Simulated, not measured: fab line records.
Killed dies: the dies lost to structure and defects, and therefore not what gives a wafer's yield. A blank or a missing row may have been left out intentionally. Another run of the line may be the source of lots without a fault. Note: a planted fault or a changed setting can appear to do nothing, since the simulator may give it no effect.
fab line records | flow ritCmos
record lots=15 | wafers=45 | lastDay=7
route steps=202 shown GATE@89
lots that met no fault: taken from a fault-free run of the same line
startH: the number of hours between the record's first day and the start of the first shown wafer of the lot | waitH: hours from the lot's prior step to this one | " identical to the entry in the row above | L1.1+2: a single row standing in for several wafers | - no value present, or no start provided | * or withheld: withheld | < > ~ a bound
route shown NAME@n: names a module that has steps shown in the file, with the first one's number in the route | usual: mean/standard deviation of fault-free wafers | same: alike in all rows | chamber/n: place in a boat | sites: each site's reading | _std_site: the values' standard deviation | _edge_site: outer sites' mean less inner sites' | radiusMm: how far each site lies from the wafer's centre | mask NAME#n: copy n | behind: the tool/chamber that last shaped the wafer | hold: the reason the lot was held/the length of the hold in hours/how it ended | device: whichever transistor did not switch (one of n, p or np) | end of line: tests run on the same wafers once the route is complete | a step without rows: its recipe alone | killed: the dies lost at the first sort to structure and to defects; this is not the yield of the wafer | map: a wafer's dies, marking killed ones x, the rest . and places with no die _
set.NAME: the run value of the setting; set.NAME@STEP: its run value at that earlier step | model.NAME: the simulator's own value behind a step, which no gauge read
one table for each step of the route and one row for each wafer, over a sample of lots
services: when a tool's chamber went out of use (startH, in hours from the record's first day, below 0 if earlier), for how many hours, and the reason
## steps
# step RIT_GATE_EXPOSE_13
# recipe maskId=M6 | na=0.6 | sourceShape=conventional | sigmaOuter=0.6 | targetCdNm=150 | doseMj=380
# usual exposureDoseMJCm2=380.8/0.37 | focusOffsetNm=0.1/0.56
lot.wafer | tool            | chamber | startH | waitH | mask | exposureDoseMJCm2 | focusOffsetNm
L934.2    | ilineStepper-01 | 0       | 38.37  | 0.1   | M6#0 | 381.2             | 0.5
L934.3    | "               | 0       | "      | "     | M6#0 | 381.1             | 0.1
L934.6    | "               | 0       | "      | "     | M6#0 | 380.5             | 0.8
L936.1    | ilineStepper-02 | 0       | 53.96  | 0.1   | M6#0 | 380.4             | -1.2
L936.2    | "               | 0       | "      | "     | M6#0 | 380.3             | -0.9
L936.3    | "               | 0       | "      | "     | M6#0 | 380.4             | -0.1
L938.2    | ilineStepper-01 | 0       | 58.26  | 0.1   | M6#0 | 380.3             | 0.8
L938.3    | "               | 0       | "      | "     | M6#0 | 380.6             | 0.6
L938.6    | "               | 0       | "      | "     | M6#0 | 380.8             | 0.4
L939.3    | ilineStepper-01 | 0       | 62.52  | 0.1   | M6#0 | 380.6             | -0.7
L939.4    | "               | 0       | "      | "     | M6#0 | 380.6             | -0.5
L939.6    | "               | 0       | "      | "     | M6#0 | 380.8             | 0.1
L940.3    | ilineStepper-01 | -       | 74.11  | 0.2   | M6#0 | -                 | -
L940.4    | "               | -       | "      | "     | M6#0 | -                 | -
L940.6    | "               | -       | "      | "     | M6#0 | -                 | -
L941.2    | ilineStepper-02 | -       | 75.79  | 0.2   | M6#0 | -                 | -
L941.5    | "               | -       | "      | "     | M6#0 | -                 | -
L941.6    | "               | -       | "      | "     | M6#0 | -                 | -
L942.1    | ilineStepper-01 | -       | 79.61  | 0.2   | M6#0 | -                 | -
L942.4    | "               | -       | "      | "     | M6#0 | -                 | -
L942.6    | "               | -       | "      | "     | M6#0 | -                 | -
L948.3    | ilineStepper-02 | 0       | 106.88 | 0.1   | M6#0 | 381.0             | 0.1
L948.5    | "               | 0       | "      | "     | M6#0 | 380.4             | -0.5
L948.6    | "               | 0       | "      | "     | M6#0 | 381.3             | 0.5
L950.1    | ilineStepper-02 | 0       | 115.66 | 0.1   | M6#0 | 380.8             | 0.8
L950.2    | "               | 0       | "      | "     | M6#0 | 380.7             | 0.6
L950.5    | "               | 0       | "      | "     | M6#0 | 380.5             | 0.6
L952.2    | ilineStepper-01 | 0       | 127.99 | 0.1   | M6#0 | 380.6             | 0.1
L952.3    | "               | 0       | "      | "     | M6#0 | 380.8             | 0.6
L952.5    | "               | 0       | "      | "     | M6#0 | 381.1             | 0.4
L953.1    | ilineStepper-02 | 0       | 131.64 | 0.2   | M6#0 | 381.4             | -0.2
L953.3    | "               | 0       | "      | "     | M6#0 | 381.1             | 0.5
L953.6    | "               | 0       | "      | "     | M6#0 | 381.1             | -0.7
L954.3    | ilineStepper-02 | 0       | 135.70 | 0.1   | M6#0 | 380.9             | 0.6
L954.5    | "               | 0       | "      | "     | M6#0 | 380.9             | 0.3
L954.6    | "               | 0       | "      | "     | M6#0 | 380.7             | 0.8
L955.4    | ilineStepper-01 | 0       | 142.60 | 0.2   | M6#0 | 380.4             | -0.1
L955.5    | "               | 0       | "      | "     | M6#0 | 380.7             | 0.2
L955.6    | "               | 0       | "      | "     | M6#0 | 380.5             | 0.4
L956.1    | ilineStepper-02 | 0       | 147.73 | 0.2   | M6#0 | 381.1             | 0.2
L956.3    | "               | 0       | "      | "     | M6#0 | 380.3             | -0.4
L956.6    | "               | 0       | "      | "     | M6#0 | 380.9             | -1.3
L957.2    | ilineStepper-02 | 0       | 151.24 | 0.1   | M6#0 | 380.2             | 0.1
L957.3    | "               | 0       | "      | "     | M6#0 | 381.1             | -0.1
L957.4    | "               | 0       | "      | "     | M6#0 | 380.9             | -0.1
## services
tool            | chamber | startH | hours | kind
ilineStepper-01 | -       | 18.77  | 4.3   | pm
ilineStepper-01 | -       | 102.86 | 6.4   | repair
ilineStepper-01 | 0       | 104.00 | -     | calibration
ilineStepper-01 | -       | 143.84 | 4.4   | pm
ilineStepper-02 | 0       | 146.77 | -     | calibration
ilineStepper-02 | -       | 148.55 | 1.7   | pm
## key
firstSign step=RIT_GATE_EXPOSE_13 | reading=toolRecord | direction=missing
effect none on later readings
metAt RIT_GATE_EXPOSE_13
struckLots L940,L941,L942
laterRowsLeftOut L940.3,L940.4,L940.6,L941.2,L941.5,L941.6,L942.1,L942.4,L942.6
sortLeftOut L940.3,L940.4,L940.6,L941.2,L941.5,L941.6,L942.1,L942.4,L942.6
testerLeftOut L940,L941,L942
onsetBetween 62.52 74.11
fault kind=skippedStepWhole | tool=ilineStepper-01,ilineStepper-02 | chamber=- | onsetH=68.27 | steps=RIT_GATE_EXPOSE_13 | scope=struckLotsOnly
# testerLeftOut: of these lots the tester's yield and bins aren't shown, on N5 and GAA mostly nor the transistor test; their killed dies are dies lost to structure and defects alone, not to doping, threshold or leakage, so they don't give the yield
# sortLeftOut: the simulated sort isn't trusted on such a fault, so these wafers' sort isn't shown, and their yield isn't known
# laterRowsLeftOut: the simulator's readings of these wafers behind a module that went badly wrong aren't trusted and aren't shown, but for the sort
